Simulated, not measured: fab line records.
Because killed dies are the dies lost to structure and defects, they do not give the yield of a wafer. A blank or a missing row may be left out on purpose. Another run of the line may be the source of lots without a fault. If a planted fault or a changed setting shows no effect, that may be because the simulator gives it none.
A struck lot beside a sound one || flow berkeley cmos170 || 43 out of 331 route steps
Sound: wafers L665.1, L665.2, L665.6. Struck: wafers L652.1, L652.2, L652.5. The cause is named last.
At each step with rows: each side's tool, then ch and its chambers, then its first start. Under that, the readings that differ: sound wafers || struck wafers || difference of the means || sigmas: that difference in standard deviations of wafers without a fault.
alike: readings whose means differ by less than 2 such deviations, and words and numbers that are the same on both sides. not compared: withheld readings, readings that some wafer has no value for, bounds like >300 that may hide the same value, and numbers for which the record gives no deviation and whose values overlap.
The two part at a step that has a row with sigmas, a row that says differs or no value, or rows on one side only. When numbers do not overlap yet have no deviation, they are printed without sigmas and do not part them. A reading missing from all wafers of one side parts the sides only when that side holds two or more wafers.

first, 1 step without rows for these wafers: UCB170_PLDD_STRIP_10 (strips in O2).
UCB170_PLDD_TW_MEAS_11:
  sound: film metro-02 at day 9 05:48; struck: film metro-04 at day 6 10:13
  alike: PLDD_TW
then, 7 steps without rows for these wafers: UCB170_PLDD_CLEAN_12 (cleans in SPM, time 600 s); UCB170_NLDD_HMDS_00 (prime time 60 s); UCB170_NLDD_COAT_01 (resist thk 900 nm); UCB170_NLDD_SOFTBAKE_02 (time 60 s); UCB170_NLDD_EXPOSE_03 (exposes mask NSELECT, target cd 1200 nm); UCB170_NLDD_PEB_04; UCB170_NLDD_DEVELOP_05 (develop time 45 s).
UCB170_NLDD_CD_MEAS_06: target cd 1200 nm.
  sound: cd sem-02 at day 9 07:50; struck: cd sem-01 at day 6 12:02
  alike: cd nm
UCB170_NLDD_OVL_MEAS_07:
  sound: overlay-01 at day 9 07:57; struck: overlay-02 at day 6 12:10
{"reading": "NLDD_OVL (nm)", "sound": "10 7 9", "struck": "7 -8 -5", "difference": -11, "sigmas": -2}
after that, 1 step had no rows for these wafers: UCB170_NLDD_IMPLANT_08.
UCB170_NLDD_IMPLANT_09:
  sound on implanter-04 ch 0, day 9 08:08; struck on implanter-03 ch 0, day 6 12:20
{"reading": "dose ions cm2", "sound": "5.006e+13 5.007e+13 4.997e+13", "struck": "3.897e+13 3.894e+13 3.895e+13", "difference": -1.108e+13, "sigmas": "-99 or more"}
{"reading": "faraday current uA", "sound": "161 157 156", "struck": "123 119 123", "difference": -36, "sigmas": -11}
  alike: tilt deg
UCB170_NLDD_STRIP_10: strips in O2.
  sound on plasma asher-04 ch 0,1, day 9 08:17; struck on plasma asher-01 ch 0,1, day 6 12:29
  alike: drypump motor current A, o2 flow sccm, oes product au, strip time to endpoint s
  not compared: rf hours counter h
UCB170_NLDD_TW_MEAS_11:
  sound: film metro-03 at day 9 08:23; struck: film metro-02 at day 6 12:49
{"reading": "NLDD_TW", "sound": "2226 2224 2232", "struck": "2141 2136 2156", "difference": -83, "sigmas": -5}
  not compared: hold
UCB170_SPACER_CVD_00: deposits SiO2 from TEOS/O2, target thk 376 nm, time 47 s.
  sound on pecvd-01 ch 0,2, day 9 09:25; struck on pecvd-04 ch 1,2, day 6 17:34
{"reading": "heater power w (W)", "sound": "161 193 213", "struck": "321 328 224", "difference": "+102", "sigmas": "+2"}
UCB170_SPACER_THK_MEAS_01:
  sound: film metro-03 at day 9 09:27; struck: film metro-01 at day 6 17:40
  alike: SPACER_TEOS_THK
then, 1 step without rows for these wafers: UCB170_SPACER_ANNEAL_02 (time 1800 s).
UCB170_SPACER_ETCHBACK_03: etches SiO2 in CHF3/CF4/Ar, stops on Si, target depth 376 nm, time 100 s.
  sound on rie diel-04 ch 0,1,3, day 9 15:08; struck on rie diel-01 ch 0,3, day 6 20:35
  alike: drypump motor current A, oes product au, throttle valve pct
  not compared: rf hours counter h
then, 6 steps without rows for these wafers: UCB170_PSD_HMDS_00 (prime time 60 s); UCB170_PSD_COAT_01 (resist thk 900 nm); UCB170_PSD_SOFTBAKE_02 (time 60 s); UCB170_PSD_EXPOSE_03 (exposes mask PSELECT MOD, target cd 1200 nm); UCB170_PSD_PEB_04; UCB170_PSD_DEVELOP_05 (develop time 45 s).
UCB170_PSD_CD_MEAS_06: target cd 1200 nm.
  sound: cd sem-01 at day 9 16:32; struck: cd sem-02 at day 6 21:41
  alike: cd nm
UCB170_PSD_OVL_MEAS_07:
  sound: overlay-02 at day 9 16:40; struck: overlay-01 at day 6 21:49
{"reading": "PSD_OVL (nm)", "sound": "3 15 9", "struck": "-6 -9 -10", "difference": -17, "sigmas": -3}
after that, 1 step had no rows for these wafers: UCB170_PSD_IMPLANT_08.
UCB170_PSD_STRIP_09: strips in O2.
  sound on plasma asher-03 ch 0,1, day 9 16:50; struck on plasma asher-02 ch 0,1, day 6 22:10
{"reading": "strip time to endpoint s (s)", "sound": "29.50 29.56 29.59", "struck": "29.31 29.37 29.37", "difference": -0.20, "sigmas": -3}
  alike: drypump motor current A, o2 flow sccm, oes product au
  not compared: rf hours counter h
UCB170_PSD_TW_MEAS_10:
  sound: film metro-02 at day 9 16:56; struck: film metro-03 at day 6 22:17
  alike: PSD_TW
then, 7 steps without rows for these wafers: UCB170_PSD_CLEAN_11 (cleans in SPM, time 600 s); UCB170_NSD_HMDS_00 (prime time 60 s); UCB170_NSD_COAT_01 (resist thk 900 nm); UCB170_NSD_SOFTBAKE_02 (time 60 s); UCB170_NSD_EXPOSE_03 (exposes mask NSELECT MOD, target cd 1200 nm); UCB170_NSD_PEB_04; UCB170_NSD_DEVELOP_05 (develop time 45 s).
UCB170_NSD_CD_MEAS_06: target cd 1200 nm.
  sound: cd sem-02 at day 9 18:30; struck: cd sem-02 at day 6 23:56
  alike: cd nm
UCB170_NSD_OVL_MEAS_07:
  sound: overlay-01 at day 9 18:37; struck: overlay-02 at day 7 00:03
  alike: NSD_OVL
after that, 1 step had no rows for these wafers: UCB170_NSD_IMPLANT_08.
UCB170_NSD_STRIP_09: strips in O2.
  sound on plasma asher-03 ch 0,1, day 9 18:48; struck on plasma asher-02 ch 0,1, day 7 00:16
  alike: drypump motor current A, o2 flow sccm, oes product au, strip time to endpoint s
  not compared: rf hours counter h
UCB170_SDANNEAL_RS_MEAS_05: a four-point-probe measurement.
  sound: film metro-04 at day 9 20:21; struck: film metro-04 at day 7 02:26
{"reading": "NLDD_RS (ohm/sq)", "sound": "613.5 615.1 615.5", "struck": "664.4 662.9 664.5", "difference": "+49.2", "sigmas": "+33"}
  not compared: hold
UCB170_M3_PROBE_99:
  the record has rows for the struck wafers here (prober-02, day 8 00:38) and none for the sound ones

== WHERE THEY PART ==
At UCB170_NLDD_OVL_MEAS_07 first; at UCB170_M3_PROBE_99 last (within this record only).

WHY: whatever the simulator had introduced
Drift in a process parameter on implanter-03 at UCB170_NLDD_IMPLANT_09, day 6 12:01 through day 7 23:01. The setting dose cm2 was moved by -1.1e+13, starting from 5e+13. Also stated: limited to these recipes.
